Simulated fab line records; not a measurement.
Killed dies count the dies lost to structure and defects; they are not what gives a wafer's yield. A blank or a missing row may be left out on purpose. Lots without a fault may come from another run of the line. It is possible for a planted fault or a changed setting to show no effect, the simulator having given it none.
fab line records	flow rit_cmos
[record] lots = 6	wafers = 18	last_day = 8
route steps=202 shown PRETRO@72 GATE@75 FOX2@80 REOX@98 NLDD@103 SDANNEAL@155 M1@202
lots untouched by any fault: they come from a run of this same line in which no faults occurred
start_h: the number of hours between the record's first day and the start of the first shown wafer of the lot	wait_h: hours from the lot's prior step to this one	" identical to the entry in the row above	L1.1+2: several wafers, shown together as one row	- no value, or no start given	* or withheld: withheld	< > ~ a bound
route shown NAME@n: a module of which the file shows steps, and the number in the route of the first	usual: mean and standard deviation over wafers with no fault	same: alike in all rows	chamber/n: place in a boat	sites: per-site readings	_std_site: standard deviation across them	_edge_site: outer sites' mean less inner sites'	radius_mm: for every site, how far away it sits from the centre of the wafer	mask NAME#n: copy n	behind: the last tool/chamber to shape the wafer	hold: why the lot went on hold/how many hours it stayed there/how the hold came to an end	device: which transistor (n, p or np) failed to switch	end of line: the route-end tests of the same wafers	step lacking rows: just its recipe	killed: dies lost to structure and defects at the first sort, not the wafer's yield	map: shows each die of a wafer: x if killed, . if not, _ if none is there
set.NAME: the setting that was run; set.NAME@STEP: the one run at that earlier step	model.NAME: the simulator's own value behind a step, which no gauge read
lots at selected steps of the route; one table per step, one row per wafer
services: from which hour (start_h, from the record's first day; less than 0 if before it) a tool's chamber was out of use, for how many hours, and why
[[steps]]
[step RIT_PRETRO_IMPLANT_08]
[recipe] species = B	energy_kev = 45	dose_cm2 = 1.2e+13	tilt_deg = 7
[step RIT_PRETRO_STRIP_09]
[recipe] chemistry = O2	time_s = 180	resist = NOVOLAK	platen_temp_c = withheld	power_w = 500	pressure_mtorr = 4000	o2_flow_sccm = 4000
[usual] drypump_motor_current_A = 5.64/0.2
lot.wafer	tool	chamber	start_h	wait_h	drypump_motor_current_A	rf_hours_counter_h
L981.3	plasma_asher-04	0	33.24	0.1	5.80	-
L981.5	"	0	"	"	5.79	-
L981.6	"	1	"	"	5.39	-
L983.2	plasma_asher-02	0	43.41	0.1	5.85	39
L983.4	"	1	"	"	5.44	-
L983.5	"	0	"	"	5.87	-
L991.1	plasma_asher-04	1	81.20	0.1	5.40	45
L991.2	"	0	"	"	5.77	45
L991.5	"	0	"	"	5.81	-
L993.4	plasma_asher-02	0	98.96	0.1	5.85	-
L993.5	"	1	"	"	5.48	-
L993.6	"	0	"	"	5.88	-
L999.2	plasma_asher-04	0	132.36	0.1	5.76	49
L999.3	"	1	"	"	5.38	-
L999.5	"	1	"	"	5.40	-
L103.4	plasma_asher-01	1	163.06	0.1	5.81	-
L103.5	"	0	"	"	5.43	-
L103.6	"	1	"	"	5.83	-
[step RIT_PRETRO_TW_MEAS_10]
[usual] PRETRO_TW = 474/3.4
lot.wafer	tool	chamber	start_h	wait_h	PRETRO_TW
L981.3	film_metro-04	-	33.38	0.1	471
L981.5	"	-	"	"	472
L981.6	"	-	"	"	472
L983.2	film_metro-04	-	43.60	0.1	476
L983.4	"	-	"	"	472
L983.5	"	-	"	"	474
L991.1	film_metro-04	-	81.38	0.1	476
L991.2	"	-	"	"	472
L991.5	"	-	"	"	474
L993.4	film_metro-02	-	99.10	0.1	476
L993.5	"	-	"	"	477
L993.6	"	-	"	"	477
L999.2	film_metro-04	-	132.54	0.1	473
L999.3	"	-	"	"	473
L999.5	"	-	"	"	475
L103.4	film_metro-04	-	163.20	0.1	467
L103.5	"	-	"	"	467
L103.6	"	-	"	"	470
[step RIT_GATE_WET_ETCH_00]
[recipe] chemistry = BOE	target = SiO2	target_depth_nm = 56	time_s = 60	dry = n2_spin	dilution = 10:1	temp_c = 21.5
[step RIT_GATE_CLEAN_01]
[recipe] chemistry = SC1	mix = 3:3:50	time_s = 600	temp_c = 75
[step RIT_GATE_CLEAN_02]
[recipe] chemistry = dHF	dilution = 50:1	time_s = 30
[step RIT_GATE_CLEAN_03]
[recipe] chemistry = SC2	mix = 3:3:50	time_s = 600	temp_c = 75	dry = n2_spin
[step RIT_GATE_CLEAN_04]
[recipe] chemistry = dHF	dilution = 50:1	time_s = 60	dry = n2_spin
[step RIT_FOX2_THK_MEAS_91]
[recipe] reads = SiO2_of_FOX2_OXIDATION_00
[usual] FIELD_OXIDE_LEFT_2_THK = 258/5.3
lot.wafer	tool	chamber	start_h	wait_h	FIELD_OXIDE_LEFT_2_THK[nm]
L981.3	film_metro-03	-	33.89	0.0	263
L981.5	"	-	"	"	256
L981.6	"	-	"	"	255
L983.2	film_metro-01	-	44.09	0.0	261
L983.4	"	-	"	"	263
L983.5	"	-	"	"	258
L991.1	film_metro-01	-	82.11	0.0	251
L991.2	"	-	"	"	245
L991.5	"	-	"	"	244
L993.4	film_metro-04	-	99.58	0.0	250
L993.5	"	-	"	"	254
L993.6	"	-	"	"	255
L999.2	film_metro-03	-	133.03	0.0	255
L999.3	"	-	"	"	256
L999.5	"	-	"	"	254
L103.4	film_metro-01	-	163.70	0.0	263
L103.5	"	-	"	"	254
L103.6	"	-	"	"	253
[step RIT_GATE_OXIDATION_05]
[recipe] temp_c = 900	ambient = O2	target_thk_a = 30	ox_time_s = 270
[step RIT_GATE_ANNEAL_06]
[recipe] temp_c = 900	time_s = 600	ambient = N2O
[step RIT_GATE_THK_MEAS_07]
[recipe] reads = SiO2_of_GATE_OXIDATION_05
[usual] GATE_OXIDE_THK = 3.04/0.064
lot.wafer	tool	chamber	start_h	wait_h	GATE_OXIDE_THK[nm]
L981.3	film_metro-04	-	35.48	0.0	2.99
L981.5	"	-	"	"	3.05
L981.6	"	-	"	"	3.01
L983.2	film_metro-04	-	47.69	0.0	2.94
L983.4	"	-	"	"	3.02
L983.5	"	-	"	"	3.01
L991.1	film_metro-01	-	88.16	0.0	2.98
L991.2	"	-	"	"	2.98
L991.5	"	-	"	"	3.06
L993.4	film_metro-01	-	105.23	0.0	3.00
L993.5	"	-	"	"	3.01
L993.6	"	-	"	"	3.00
L999.2	film_metro-04	-	143.54	0.0	3.08
L999.3	"	-	"	"	3.04
L999.5	"	-	"	"	3.11
L103.4	film_metro-03	-	168.60	0.0	2.94
L103.5	"	-	"	"	3.00
L103.6	"	-	"	"	2.98
[step RIT_GATE_CVD_08]
[recipe] material = poly-Si	target_thk_nm = 250	temp_c = 610	precursor = SiH4	time_s = 2220	pressure_mtorr = 300	sih4_flow_sccm = 100
lot.wafer	tool	chamber	start_h	wait_h	model.poly-Si_of_GATE_CVD_08.thk_nm
L981.3	lpcvd-02	1	35.52	0.0	252
L981.5	"	1	"	"	253.1
L981.6	"	1	"	"	251.4
L983.2	lpcvd-01	1	47.74	0.0	252.1
L983.4	"	1	"	"	255.3
L983.5	"	1	"	"	254.3
L991.1	lpcvd-02	1	88.22	0.1	235.4
L991.2	"	1	"	"	237
L991.5	"	1	"	"	234.7
L993.4	lpcvd-02	1	105.26	0.0	231.4
L993.5	"	1	"	"	230.4
L993.6	"	1	"	"	231.3
L999.2	lpcvd-01	1	143.59	0.0	250.2
L999.3	"	1	"	"	251.3
L999.5	"	1	"	"	251.9
L103.4	lpcvd-02	0	168.63	0.0	247.4
L103.5	"	0	"	"	250.5
L103.6	"	0	"	"	248
[step RIT_GATE_THK_MEAS_09]
[recipe] reads = poly-Si_of_GATE_CVD_08
[usual] GATE_POLY_THK = 250.6/1.9
lot.wafer	tool	chamber	start_h	wait_h	GATE_POLY_THK[nm]
L981.3	film_metro-04	-	37.16	0.0	251.8
L981.5	"	-	"	"	253.1
L981.6	"	-	"	"	251.4
L983.2	film_metro-04	-	49.37	0.0	251.9
L983.4	"	-	"	"	255.3
L983.5	"	-	"	"	254.2
L991.1	film_metro-01	-	89.83	0.0	235.5
L991.2	"	-	"	"	237.1
L991.5	"	-	"	"	234.6
L993.4	film_metro-01	-	106.90	0.1	231.3
L993.5	"	-	"	"	230.4
L993.6	"	-	"	"	231.3
L999.2	film_metro-04	-	145.21	0.0	250.2
L999.3	"	-	"	"	251.3
L999.5	"	-	"	"	252.1
L103.4	film_metro-03	-	170.28	0.0	247.2
L103.5	"	-	"	"	250.3
L103.6	"	-	"	"	248.3
[step RIT_GATE_HMDS_10]
[recipe] prime_time_s = 60	prime_temp_c = 140
[step RIT_GATE_COAT_11]
[recipe] resist = NOVOLAK	spin_rpm = 4250	resist_thk_nm = 850
[step RIT_GATE_SOFTBAKE_12]
[recipe] resist = NOVOLAK	temp_c = 90	time_s = 60
[step RIT_GATE_EXPOSE_13]
[recipe] mask_id = M6	na = 0.6	source_shape = conventional	sigma_outer = 0.6	target_cd_nm = 150	dose_mj = 380
[step RIT_GATE_PEB_14]
[recipe] resist = NOVOLAK	temp_c = withheld	time_s = withheld
[step RIT_GATE_DEVELOP_15]
[recipe] resist = NOVOLAK	develop_time_s = 50	dev_temp_c = 23
[step RIT_GATE_CD_MEAS_16]
[recipe] target_cd_nm = 150
[usual] cd_nm = 149.1/2.2
lot.wafer	tool	chamber	start_h	wait_h	cd_nm
L981.3	cd_sem-01	-	38.15	-	143.6
L981.5	"	-	"	"	146.0
L981.6	"	-	"	"	145.4
L983.2	cd_sem-01	-	50.29	-	149.2
L983.4	"	-	"	"	146.6
L983.5	"	-	"	"	147.9
L991.1	cd_sem-01	-	90.74	-	147.5
L991.2	"	-	"	"	150.4
L991.5	"	-	"	"	147.7
L993.4	cd_sem-01	-	107.84	-	148.2
L993.5	"	-	"	"	147.8
L993.6	"	-	"	"	145.3
L999.2	cd_sem-02	-	146.13	-	151.5
L999.3	"	-	"	"	150.0
L999.5	"	-	"	"	150.3
L103.4	cd_sem-01	-	171.98	-	148.3
L103.5	"	-	"	"	147.8
L103.6	"	-	"	"	147.0
[step RIT_GATE_OVL_MEAS_17]
[usual] GATE_OVL = 0.0/1.4
lot.wafer	tool	chamber	start_h	wait_h	GATE_OVL[nm]
L981.3	overlay-01	-	38.24	0.1	-0.3
L981.5	"	-	"	"	-0.1
L981.6	"	-	"	"	-1.0
L983.2	overlay-02	-	50.39	0.1	-1.9
L983.4	"	-	"	"	-1.0
L983.5	"	-	"	"	-1.2
L991.1	overlay-01	-	90.86	0.1	0.3
L991.2	"	-	"	"	-0.9
L991.5	"	-	"	"	0.9
L993.4	overlay-02	-	107.92	0.1	-1.7
L993.5	"	-	"	"	-3.8
L993.6	"	-	"	"	-1.8
L999.2	overlay-02	-	146.24	0.1	-1.1
L999.3	"	-	"	"	-1.0
L999.5	"	-	"	"	1.2
L103.4	overlay-02	-	172.06	0.1	0.3
L103.5	"	-	"	"	-1.9
L103.6	"	-	"	"	0.6
[step RIT_GATE_HARDBAKE_18]
[recipe] resist = NOVOLAK	temp_c = 140	time_s = 60
[step RIT_GATE_ETCH_19]
[recipe] chemistry = SF6/CHF3/O2	time_s = 165	SF6_flow_sccm = 30	CHF3_flow_sccm = 30	O2_flow_sccm = 5	target = poly-Si	pressure_mtorr = 40	rf_w = 160	target_depth_a = 3125	over_etch_frac = 0.25	stop_on = SiO2
[usual] drypump_motor_current_A = 5.54/0.28	oes_product_au = 0.849/0.016	throttle_valve_pct = 10.24/0.06
lot.wafer	tool	chamber	start_h	wait_h	drypump_motor_current_A	oes_product_au	rf_hours_counter_h	throttle_valve_pct	model.etch.depth_nm	model.GATE.feature_depth_nm
L981.3	rie_si-01	3	38.41	0.1	5.29	0.867	1	10.14	252	252
L981.5	"	1	"	"	5.59	0.847	-	10.31	253.1	253.1
L981.6	"	0	"	"	5.88	0.833	-	10.26	251.4	251.4
L983.2	rie_si-01	3	50.57	0.1	5.29	0.870	1	10.15	252.1	252.1
L983.4	"	0	"	"	5.87	0.846	140	10.25	255.3	255.3
L983.5	"	3	"	"	5.29	0.868	-	10.14	254.3	254.3
L991.1	rie_si-01	2	91.05	0.1	5.78	0.822	0	10.33	235.4	235.4
L991.2	"	0	"	"	5.85	0.803	141	10.27	237	237
L991.5	"	2	"	"	5.77	0.804	-	10.32	234.7	234.7
L993.4	rie_si-01	2	108.09	0.1	5.77	0.810	0	10.31	231.4	231.4
L993.5	"	2	"	"	5.78	0.806	-	10.31	230.4	230.4
L993.6	"	1	"	"	5.58	0.792	-	10.32	231.3	231.3
L999.2	rie_si-01	2	146.42	0.1	5.78	0.854	1	10.31	250.2	250.2
L999.3	"	0	"	"	5.87	0.832	141	10.26	251.3	251.3
L999.5	"	3	"	"	5.31	0.871	-	10.14	251.9	251.9
L103.4	rie_si-01	3	172.28	0.1	5.26	0.851	-	10.14	247.4	247.4
L103.5	"	2	"	"	5.78	0.857	-	10.31	250.5	250.5
L103.6	"	1	"	"	5.58	0.855	-	10.29	248	248
[step RIT_GATE_STRIP_20]
[recipe] chemistry = O2	time_s = 180	resist = NOVOLAK	platen_temp_c = withheld	power_w = 500	pressure_mtorr = 4000	o2_flow_sccm = 4000
[usual] drypump_motor_current_A = 5.9/0.49
lot.wafer	tool	chamber	start_h	wait_h	drypump_motor_current_A	rf_hours_counter_h
L981.3	plasma_asher-03	1	38.58	0.1	6.8	-
L981.5	"	1	"	"	6.8	-
L981.6	"	0	"	"	6.0	-
L983.2	plasma_asher-03	1	50.68	0.1	6.8	41
L983.4	"	1	"	"	6.8	-
L983.5	"	1	"	"	6.8	-
L991.1	plasma_asher-01	0	91.16	0.1	5.4	28
L991.2	"	1	"	"	5.8	28
L991.5	"	1	"	"	5.8	-
L993.4	plasma_asher-03	0	108.25	0.1	6.0	-
L993.5	"	0	"	"	6.0	-
L993.6	"	1	"	"	6.8	-
L999.2	plasma_asher-01	1	146.53	0.1	5.9	33
L999.3	"	0	"	"	5.4	-
L999.5	"	0	"	"	5.4	-
L103.4	plasma_asher-01	0	172.39	0.1	5.4	-
L103.5	"	1	"	"	5.8	-
L103.6	"	0	"	"	5.4	-
[step RIT_GATE_CD_MEAS_90]
[recipe] target_cd_nm = 150
[usual] cd_nm = 149.1/2.2
lot.wafer	tool	chamber	start_h	wait_h	cd_nm
L981.3	cd_sem-02	-	38.74	0.1	144.1
L981.5	"	-	"	"	146.5
L981.6	"	-	"	"	145.4
L983.2	cd_sem-01	-	50.88	0.1	149.3
L983.4	"	-	"	"	147.2
L983.5	"	-	"	"	147.9
L991.1	cd_sem-02	-	91.33	0.1	147.5
L991.2	"	-	"	"	150.5
L991.5	"	-	"	"	147.6
L993.4	cd_sem-02	-	108.43	0.1	147.9
L993.5	"	-	"	"	148.5
L993.6	"	-	"	"	145.6
L999.2	cd_sem-01	-	146.72	0.1	151.7
L999.3	"	-	"	"	150.2
L999.5	"	-	"	"	150.6
L103.4	cd_sem-01	-	172.57	0.1	149.1
L103.5	"	-	"	"	147.8
L103.6	"	-	"	"	146.7
[step RIT_REOX_CLEAN_00]
[recipe] chemistry = SC1	mix = 3:3:50	time_s = 600	temp_c = 75
[step RIT_REOX_CLEAN_01]
[recipe] chemistry = dHF	dilution = 50:1	time_s = 30
[step RIT_REOX_CLEAN_02]
[recipe] chemistry = SC2	mix = 3:3:50	time_s = 600	temp_c = 75	dry = n2_spin
[step RIT_REOX_OXIDATION_03]
[recipe] temp_c = 900	ambient = O2	target_thk_a = 252	ox_time_s = 5580
[step RIT_REOX_THK_MEAS_04]
[recipe] reads = SiO2_of_REOX_OXIDATION_03
[usual] REOX_OXIDE_THK = 25.3/0.58
lot.wafer	tool	chamber	start_h	wait_h	REOX_OXIDE_THK[nm]
L981.3	film_metro-04	-	41.80	0.0	24.9
L981.5	"	-	"	"	24.9
L981.6	"	-	"	"	24.8
L983.2	film_metro-04	-	54.84	0.0	24.9
L983.4	"	-	"	"	25.4
L983.5	"	-	"	"	25.0
L991.1	film_metro-02	-	95.13	0.0	25.2
L991.2	"	-	"	"	25.6
L991.5	"	-	"	"	26.1
L993.4	film_metro-03	-	112.35	0.0	25.3
L993.5	"	-	"	"	25.2
L993.6	"	-	"	"	25.4
L999.2	film_metro-04	-	155.29	0.0	26.6
L999.3	"	-	"	"	26.4
L999.5	"	-	"	"	26.1
L103.4	film_metro-04	-	175.91	0.0	25.1
L103.5	"	-	"	"	24.9
L103.6	"	-	"	"	24.9
[step RIT_NLDD_HMDS_00]
[recipe] prime_time_s = 60	prime_temp_c = 140
[step RIT_NLDD_COAT_01]
[recipe] resist = NOVOLAK	spin_rpm = 3250	resist_thk_nm = 1000
[step RIT_NLDD_SOFTBAKE_02]
[recipe] resist = NOVOLAK	temp_c = 90	time_s = 60
[step RIT_NLDD_EXPOSE_03]
[recipe] mask_id = M7	na = 0.57	target_cd_nm = 40700	dose_mj = 250
[step RIT_NLDD_PEB_04]
[recipe] resist = NOVOLAK	temp_c = withheld	time_s = withheld
[step RIT_NLDD_DEVELOP_05]
[recipe] resist = NOVOLAK	develop_time_s = 50	dev_temp_c = 23
[step RIT_NLDD_OVL_MEAS_06]
[usual] NLDD_OVL = -0.5/1.6
lot.wafer	tool	chamber	start_h	wait_h	NLDD_OVL[nm]
L981.3	overlay-02	-	42.87	-	-1.6
L981.5	"	-	"	"	0.0
L981.6	"	-	"	"	0.2
L983.2	overlay-01	-	55.87	-	-3.1
L983.4	"	-	"	"	-1.4
L983.5	"	-	"	"	-4.7
L991.1	overlay-02	-	96.16	-	-0.5
L991.2	"	-	"	"	0.6
L991.5	"	-	"	"	1.1
L993.4	overlay-01	-	113.37	-	1.2
L993.5	"	-	"	"	0.4
L993.6	"	-	"	"	1.4
L999.2	overlay-01	-	156.32	-	0.9
L999.3	"	-	"	"	0.2
L999.5	"	-	"	"	1.4
L103.4	overlay-01	-	177.27	-	-2.2
L103.5	"	-	"	"	-2.5
L103.6	"	-	"	"	-3.2
[step RIT_NLDD_HARDBAKE_07]
[recipe] resist = NOVOLAK	temp_c = 140	time_s = 60
[step RIT_NLDD_IMPLANT_08]
[recipe] species = P	energy_kev = 20	dose_cm2 = 5e+14	tilt_deg = 7
[step RIT_NLDD_STRIP_09]
[recipe] chemistry = O2	time_s = 180	resist = NOVOLAK	platen_temp_c = withheld	power_w = 500	pressure_mtorr = 4000	o2_flow_sccm = 4000
[usual] drypump_motor_current_A = 5.9/0.46
lot.wafer	tool	chamber	start_h	wait_h	drypump_motor_current_A	rf_hours_counter_h
L981.3	plasma_asher-03	1	43.29	0.1	6.8	-
L981.5	"	1	"	"	6.8	-
L981.6	"	0	"	"	6.0	-
L983.2	plasma_asher-02	0	56.20	0.1	5.9	40
L983.4	"	0	"	"	5.9	-
L983.5	"	1	"	"	5.5	-
L991.1	plasma_asher-02	1	96.50	0.1	5.5	44
L991.2	"	0	"	"	5.9	44
L991.5	"	1	"	"	5.5	-
L993.4	plasma_asher-03	1	113.75	0.1	6.8	-
L993.5	"	1	"	"	6.8	-
L993.6	"	0	"	"	6.0	-
L999.2	plasma_asher-03	1	156.65	0.1	6.8	51
L999.3	"	1	"	"	6.8	-
L999.5	"	0	"	"	6.0	-
L103.4	plasma_asher-02	0	177.65	0.1	5.9	-
L103.5	"	1	"	"	5.5	-
L103.6	"	0	"	"	5.9	-
[step RIT_NLDD_TW_MEAS_10]
[usual] NLDD_TW = 2505/28
lot.wafer	tool	chamber	start_h	wait_h	NLDD_TW
L981.3	film_metro-03	-	43.43	0.1	2549
L981.5	"	-	"	"	2535
L981.6	"	-	"	"	2540
L983.2	film_metro-03	-	56.39	0.1	2542
L983.4	"	-	"	"	2559
L983.5	"	-	"	"	2537
L991.1	film_metro-02	-	96.67	0.1	2484
L991.2	"	-	"	"	2508
L991.5	"	-	"	"	2494
L993.4	film_metro-01	-	113.89	0.1	2467
L993.5	"	-	"	"	2487
L993.6	"	-	"	"	2484
L999.2	film_metro-02	-	156.83	0.1	2494
L999.3	"	-	"	"	2488
L999.5	"	-	"	"	2481
L103.4	film_metro-02	-	177.80	0.1	2486
L103.5	"	-	"	"	2482
L103.6	"	-	"	"	2478
[step RIT_SDANNEAL_CLEAN_02]
[recipe] chemistry = SC2	mix = 3:3:50	time_s = 600	temp_c = 75	dry = n2_spin
lot.wafer	tool	chamber	start_h	wait_h	model.poly-Si_of_GATE_CVD_08.thk_nm
L981.3	wet_bench-03	0	51.56	0.0	163.5
L981.5	"	0	"	"	164.5
L981.6	"	0	"	"	163.8
L983.2	wet_bench-04	2	63.82	0.0	164
L983.4	"	2	"	"	167.1
L983.5	"	2	"	"	165.9
L991.1	wet_bench-03	0	103.85	0.0	149
L991.2	"	0	"	"	152.1
L991.5	"	0	"	"	148.4
L993.4	wet_bench-02	1	121.00	0.0	146.9
L993.5	"	1	"	"	143.2
L993.6	"	1	"	"	143.8
L999.2	wet_bench-03	0	171.94	0.0	165.8
L999.3	"	0	"	"	166.9
L999.5	"	0	"	"	164.5
L103.4	wet_bench-04	3	186.70	0.0	161.8
L103.5	"	3	"	"	164.7
L103.6	"	3	"	"	159.3
[step RIT_M1_PROBE_99]
[usual] killed_at_M0_to_M3 = 0.0/0.14	killed_at_front_end = 7/3.1	killed_dies = 7/3.1	killed_open = 3.8/2.3	killed_short = 3.2/1.9
[same] gross_dies = 264	killed_at_M4_up = 0	killed_at_back_side = 0	killed_at_contacts = 0	killed_at_other = 0
lot.wafer	tool	chamber	start_h	wait_h	killed_at_M0_to_M3	killed_at_front_end	killed_dies	killed_open	killed_short	model.etest.nmos_turned.drive_ua_um	model.etest.poly_comb_over_steps.leak_log10_a_um
L981.3	prober-01	-	59.96	0.2	0	12	12	8	4	351.3	-12.84
L981.5	prober-01	-	60.06	0.2	0	14	14	7	7	338.3	-12.03
L981.6	prober-01	-	60.11	0.2	0	13	13	4	9	345	-12.79
L983.2	prober-01	-	71.57	0.1	0	8	8	4	4	326.9	-12.86
L983.4	prober-01	-	71.67	0.2	1	10	11	5	6	313.7	-12.66
L983.5	prober-01	-	71.72	0.2	0	6	6	1	5	322.6	-12.79
L991.1	prober-01	-	111.46	0.1	0	4	4	3	1	348	-12.69
L991.2	prober-01	-	111.51	0.1	0	8	8	3	5	339.9	-12.8
L991.5	prober-01	-	111.66	0.2	0	7	7	4	3	329.2	-12.66
L993.4	prober-01	-	128.63	0.2	0	6	6	5	1	357.3	-12.87
L993.5	prober-01	-	128.68	0.2	0	13	13	6	6	356.2	-12.8
L993.6	prober-01	-	128.73	0.2	0	7	7	3	3	354.8	-12.8
L999.2	prober-02	-	180.44	0.1	0	7	7	5	2	305.4	-12.57
L999.3	prober-02	-	180.49	0.2	0	5	5	3	2	309.7	-13.01
L999.5	prober-02	-	180.59	0.2	0	7	7	6	1	315.8	-12.94
L103.4	prober-01	-	195.99	0.2	1	8	9	3	6	324.4	-12.75
L103.5	prober-01	-	196.04	0.2	0	12	12	6	6	319.6	-12.82
L103.6	prober-01	-	196.09	0.2	0	3	3	2	1	324.1	-11.75
// killed by level:class
L981.3 GATE:geometric_particle:open=3 SPACER:geometric_particle:open=3 FOX1:geometric_particle:open=1 FOX1:geometric_particle:short=1 FOX2:geometric_particle:open=1 GATE:geometric_particle:short=1 SPACER:geometric_particle:short=1 SILICIDE:geometric_particle:short=1
L981.5 SILICIDE:geometric_particle:short=4 FOX1:geometric_particle:open=2 GATE:geometric_particle:short=2 GATE:geometric_particle:open=2 SILICIDE:geometric_particle:open=2 REOX:geometric_particle:open=1 SPACER:geometric_particle:short=1
L981.6 GATE:geometric_particle:short=4 FOX1:geometric_particle:short=2 FOX1:geometric_particle:open=2 SILICIDE:geometric_particle:short=2 GATE:geometric_particle:open=1 REOX:geometric_particle:short=1 SILICIDE:geometric_particle:open=1
L983.2 GATE:geometric_particle:short=4 GATE:geometric_particle:open=2 FOX1:geometric_particle:open=1 SILICIDE:geometric_particle:open=1
L983.4 FOX1:geometric_particle:short=3 GATE:geometric_particle:open=2 FOX1:geometric_particle:open=1 FOX2:geometric_particle:open=1 GATE:geometric_particle:short=1 SPACER:geometric_particle:short=1 SILICIDE:geometric_particle:open=1 M1:geometric_particle:short=1
L983.5 REOX:geometric_particle:short=2 FOX2:geometric_particle:short=1 GATE:geometric_particle:short=1 REOX:geometric_particle:open=1 SPACER:geometric_particle:short=1
L991.1 GATE:geometric_particle:open=2 GATE:geometric_particle:short=1 SPACER:geometric_particle:open=1
L991.2 FOX1:geometric_particle:open=2 GATE:geometric_particle:short=2 REOX:geometric_particle:short=2 REOX:geometric_particle:open=1 SILICIDE:geometric_particle:short=1
L991.5 GATE:geometric_particle:short=3 GATE:geometric_particle:open=2 REOX:geometric_particle:open=1 SILICIDE:geometric_particle:open=1
L993.4 FOX1:geometric_particle:open=1 FOX2:geometric_particle:open=1 GATE:geometric_particle:open=1 GATE:geometric_particle:short=1 REOX:geometric_particle:open=1 SILICIDE:geometric_particle:open=1
L993.5 REOX:geometric_particle:open=3 SPACER:geometric_particle:short=2 SILICIDE:geometric_particle:short=2 FOX2:geometric_particle:open=1 GATE:geometric_particle:open=1 GATE:geometric_particle:short=1 REOX:geometric_particle:short=1 SPACER:geometric_particle:open=1
L993.6 FOX1:geometric_particle:open=1 FOX1:geometric_particle:short=1 FOX2:geometric_particle:short=1 GATE:geometric_particle:short=1 REOX:geometric_particle:open=1 SILICIDE:geometric_particle:open=1 NRETRO:coat_microbubble_printed=1
L999.2 GATE:geometric_particle:open=2 REOX:geometric_particle:open=2 FOX1:geometric_particle:short=1 GATE:geometric_particle:short=1 SPACER:geometric_particle:open=1
L999.3 SPACER:geometric_particle:open=2 GATE:geometric_particle:open=1 GATE:geometric_particle:short=1 SPACER:geometric_particle:short=1
L999.5 SPACER:geometric_particle:open=4 GATE:geometric_particle:open=1 GATE:geometric_particle:short=1 REOX:geometric_particle:open=1
L103.4 GATE:geometric_particle:short=2 FOX1:geometric_particle:open=1 FOX1:geometric_particle:short=1 GATE:geometric_particle:open=1 REOX:geometric_particle:short=1 SPACER:geometric_particle:short=1 SPACER:geometric_particle:open=1 M1:geometric_particle:short=1
L103.5 GATE:geometric_particle:short=5 REOX:geometric_particle:open=2 SPACER:geometric_particle:open=2 FOX2:geometric_particle:short=1 GATE:geometric_particle:open=1 SILICIDE:geometric_particle:open=1
L103.6 GATE:geometric_particle:open=2 SPACER:geometric_particle:short=1
[[services]]
tool	chamber	start_h	hours	kind
rie_si-01	2	12.65	-	clean
rie_si-01	2	12.65	20.3	scheduled_down
rie_si-01	2	12.65	20.3	vent_cycle
plasma_asher-02	-	74.68	1.6	repair
wet_bench-03	-	74.90	1.9	pm
wet_bench-04	-	88.83	1.9	pm
wet_bench-04	-	103.31	1.6	repair
wet_bench-03	-	107.65	11.5	repair
plasma_asher-02	-	108.75	9.0	pm
plasma_asher-02	0	108.75	9.0	vent_cycle
plasma_asher-02	1	108.75	9.0	vent_cycle
plasma_asher-02	0	117.75	-	clean
plasma_asher-02	1	117.75	-	clean
rie_si-01	1	131.99	-	clean
rie_si-01	1	131.99	21.8	scheduled_down
rie_si-01	1	131.99	21.8	vent_cycle
lpcvd-02	-	146.94	6.0	pm
rie_si-01	0	155.65	-	clean
rie_si-01	0	155.65	27.1	scheduled_down
rie_si-01	0	155.65	27.1	vent_cycle
plasma_asher-01	-	169.32	2.1	repair
rie_si-01	2	178.00	2.7	repair
lpcvd-01	-	178.60	1.1	repair
[[key]]
[first_sign] step = RIT_GATE_THK_MEAS_09	reading = GATE_POLY_THK	direction = down	sigmas = 8.9	usual = 250.6	struck = 233.4
[effect] step = RIT_GATE_ETCH_19	reading = oes_product_au	direction = down	sigmas = 2.6	usual = 0.849	struck = 0.806
[model_effect] step = RIT_GATE_CVD_08	value = poly-Si_of_GATE_CVD_08.thk_nm	without = 251	struck = 233.4
[model_effect] step = RIT_GATE_ETCH_19	value = etch.depth_nm	without = 251	struck = 233.4
[model_effect] step = RIT_SDANNEAL_CLEAN_02	value = poly-Si_of_GATE_CVD_08.thk_nm	without = 164.8	struck = 147.2
[model_effect] step = RIT_M1_PROBE_99	value = etest.nmos_turned.drive_ua_um	without = 318	struck = 347.5
met_at RIT_GATE_CVD_08
struck_wafers L991.1,L991.2,L991.5,L993.4,L993.5,L993.6
tester_left_out L991,L993
onset_between 35.52 88.22
[fault] kind = process_parameter_drift	tool = lpcvd-02	chamber = -	onset_h = 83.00	steps = RIT_GATE_CVD_08	channel = time_s	offset = *	shape = step	end_h = 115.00	acts_in = *	stated = *
// tester_left_out: of these lots the tester's yield and bins aren't shown, on N5 and GAA mostly nor the transistor test; their killed dies are dies lost to structure and defects alone, not to doping, threshold or leakage, so they don't give the yield
